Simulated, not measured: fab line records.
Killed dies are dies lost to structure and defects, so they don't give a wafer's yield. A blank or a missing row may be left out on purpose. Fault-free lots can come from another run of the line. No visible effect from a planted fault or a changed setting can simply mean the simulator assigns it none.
One fault seen from 2 desks -- flow rit-cmos -- what lay behind the numbers comes last; until then each desk has only its own

METROLOGY DESK
Lot by lot, what the gauges showed, no matter which tool ran the lot: averages of those sampled wafers that carry a number. The brackets show how far a lot's mean lies from the usual mean; more than 4 standard deviations puts the lot out of limits, marked OUT.
Columns: A = PSD_TW at RIT_PSD_TW_MEAS_10, usual 3441; B = PSD_RS at RIT_SDANNEAL_RS_MEAS_04, usual 116.08 ohm/sq; C = NSD_RS at RIT_SDANNEAL_RS_MEAS_05, usual 84.62 ohm/sq; D = PLDD_RS at RIT_SDANNEAL_RS_MEAS_06, usual 180.5 ohm/sq; E = NLDD_RS at RIT_SDANNEAL_RS_MEAS_07, usual 152.7 ohm/sq; F = SILICIDE_TI_RS at RIT_SILICIDE_RS_MEAS_02, usual 47.5 ohm/sq
lot,first seen here,A,B,C,D,E,F
L464,day 3 10:47,3481,116.05,85.02,180.3,152.7,48.0
L469,day 4 11:35,3413,115.81,84.59,180.5,153.4,46.8
L476,day 5 23:31,3423,115.75,84.79,180.3,153.0,48.2
L479,day 6 14:52,3430,116.08,84.85,180.1,153.5,46.8
L482,day 7 05:20,3389,116.33,84.44,179.9,152.1,47.1
L484,day 7 15:07,3456,116.21,84.56,180.5,152.6,46.1
This desk's finding: nothing out of limits on any of the 6 lots.

DESK OF THE TOOL OWNER: pvd-sputter-02
The tool's own readings at RIT_SILICIDE_SPUTTER_01 (material Ti, target thk 30 nm, time 240 s): means of the sampled wafers that have a number, for each lot that ran on this tool. The brackets show how far a lot's mean lies from the usual mean; more than 4 standard deviations puts the lot out of limits, marked OUT.
Columns: A = cathode-dc-power-W at RIT_SILICIDE_SPUTTER_01, usual 350.00 W; B = substrate-temp-c at RIT_SILICIDE_SPUTTER_01, usual 25.00 C; C = throttle-valve-pct at RIT_SILICIDE_SPUTTER_01, usual 29.8 %
lot,first seen here,A,B,C
L469,day 4 12:33,349.93,24.89,29.0
L476,day 6 00:28,346.53 (-47) OUT,25.08,30.3
L479,day 6 15:50,346.55 (-47) OUT,25.01,29.4
This desk finds L476, L479 out of limits, L476 being first, at day 6 00:28 (cathode-dc-power-W at RIT_SILICIDE_SPUTTER_01). L469 stayed within limits.

TAKEN TOGETHER
The tool owner's desk could have raised an alarm at day 6 00:28, on L476, L479.
Metrology desk: nothing out of limits seen.
The metrology desk holds a record of L476, L479, inside its limits.
All the named lots went through RIT_SILICIDE_SPUTTER_01 on pvd-sputter-02.

WHAT THE SIMULATOR HAD INSERTED
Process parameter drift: pvd-sputter-02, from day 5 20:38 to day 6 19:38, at RIT_SILICIDE_SPUTTER_01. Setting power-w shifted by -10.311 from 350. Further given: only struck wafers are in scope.
Lots struck among those shown: L476, L479.
Delay in hours, fault start to first out-of-limits reading, by desk: the tool owner's desk at 4.
